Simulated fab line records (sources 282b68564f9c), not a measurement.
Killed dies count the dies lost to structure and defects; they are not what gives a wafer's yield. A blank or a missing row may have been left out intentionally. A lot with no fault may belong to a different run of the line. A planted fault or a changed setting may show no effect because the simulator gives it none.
Which of the tools did it?    flow rit_cmos    14 lots, 42 wafers sampled, at 2 steps of a route of 202

## WHAT THE GAUGES READ, wafer by wafer
No reading from a measuring or inspecting step in the record can be judged against a usual standard deviation.

## TOOL THAT RAN EACH LOT (tool first, then ch and the chambers of the sampled wafers, then the start)
lot   RIT_PRETRO_COAT_01                RIT_M1_PROBE_99
L930  litho_track-01 ch 0, day 2 11:35  -
L931  litho_track-02 ch 0, day 2 16:59  -
L932  litho_track-03 ch 0, day 2 22:01  prober-02, day 4 00:05
L935  litho_track-01 ch 0, day 3 11:50  prober-01, day 4 14:02
L936  litho_track-03 ch 0, day 3 17:28  -
L937  litho_track-01 ch 0, day 3 21:49  prober-01, day 5 00:54
L938  litho_track-02 ch 0, day 4 04:26  prober-02, day 5 07:46
L940  litho_track-02 ch 0, day 4 12:46  -
L941  litho_track-02 ch 0, day 4 17:55  prober-01, day 5 20:18
L942  litho_track-02 ch 0, day 4 23:32  prober-02, day 6 02:46
L943  litho_track-01 ch 0, day 5 04:28  -
L949  litho_track-02 ch 0, day 6 09:59  prober-01, day 7 14:26
L951  litho_track-02 ch 0, day 6 19:39  -
L952  litho_track-01 ch 0, day 7 01:02  prober-02, day 8 03:31
- RIT_PRETRO_COAT_01: resist thk 1300 nm.
- RIT_M1_PROBE_99

## WHAT THE TOOLS THEMSELVES READ (means of the sampled wafers that have a number; where no wafer has one, the mark that the record gives instead)
RIT_PRETRO_COAT_01. Usual: chill_plate_temp_C 23.01 C, standard deviation 0.089; spin_speed_rpm 2000.0 rpm, standard deviation 1.3.
lot   tool            chill_plate_temp_C (C)  spin_speed_rpm (rpm)  flag
L930  litho_track-01  23.03                   1999.9                
L931  litho_track-02  22.95                   1999.7                
L932  litho_track-03  23.07                   1999.7                
L935  litho_track-01  23.04                   1999.7                
L936  litho_track-03  23.07                   1998.5                
L937  litho_track-01  23.09                   1998.5                
L938  litho_track-02  22.98                   1998.6                
L940  litho_track-02  22.96                   2000.5                
L941  litho_track-02  23.01                   1998.4                
L942  litho_track-02  23.01                   1999.8                
L943  litho_track-01  22.98                   1999.8                
L949  litho_track-02  23.10                   1965.3                OFF
L951  litho_track-02  22.99                   1966.2                OFF
L952  litho_track-01  23.04                   2001.1                

RIT_M1_PROBE_99. Usual: killed_at_contacts 0.0, standard deviation 0.22; killed_at_front_end 6.5, standard deviation 3; killed_dies 6.6, standard deviation 3; killed_open 3.4, standard deviation 2.2; killed_short 3.3, standard deviation 1.7.
lot   tool       killed_at_contacts  killed_at_front_end  killed_dies  killed_open  killed_short  flag
L932  prober-02  0.0                 10.0                 10.0         3.7          6.3           
L935  prober-01  0.0                 4.3                  4.3          1.7          2.7           
L937  prober-01  0.0                 8.0                  8.0          3.3          4.7           
L938  prober-02  0.0                 9.3                  9.3          6.7          2.7           
L941  prober-01  0.3                 6.0                  6.3          3.3          3.0           
L942  prober-02  0.0                 6.0                  6.0          3.0          3.0           
L949  prober-01  0.0                 4.0                  4.0          2.7          1.3           
L952  prober-02  0.3                 9.0                  9.3          3.7          5.7           

## THE ANSWER, worked out from the rows above alone
Rule: a lot is off if the mean of its wafers that have a number lies more than 3 standard deviations from the usual mean. A lot without any number at a reading at which 4 lots or more have one is off too. Where the step has rows for the other lots, those lots are counted as sound. After the gauges, taken in route order, come the tools' own readings; for these a lot's mean is taken, as printed above. The first step at which some lot is off is used, and at that step the reading that is off furthest; a lot without a number counts as furthest.
Off: L949, L951, at RIT_PRETRO_COAT_01 (spin_speed_rpm).
If a tool, at that step or one of the process steps before it, ran each lot that is off and ran no sound lot following the first of them, it fits. One fits: RIT_PRETRO_COAT_01 on litho_track-02. Its last sound lot is L942 (day 4 23:32), its first lot that is off L949 (day 6 09:59): a fault that began between those two fits.
On the lots that are off, the tool's own readings at RIT_PRETRO_COAT_01 differ by more than 5 times the standard deviation of the sound lots' means, which bears it out; spin_speed_rpm reads 1965.8 rpm there versus 1999.5 rpm on the sound lots.

## WHAT HAD BEEN PUT IN BY THE SIMULATOR
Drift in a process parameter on litho_track-02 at RIT_PRETRO_COAT_01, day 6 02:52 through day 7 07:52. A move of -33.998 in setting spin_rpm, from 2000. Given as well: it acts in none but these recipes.
Struck lots among those shown: L949, L951. The rule above reached the same finding.
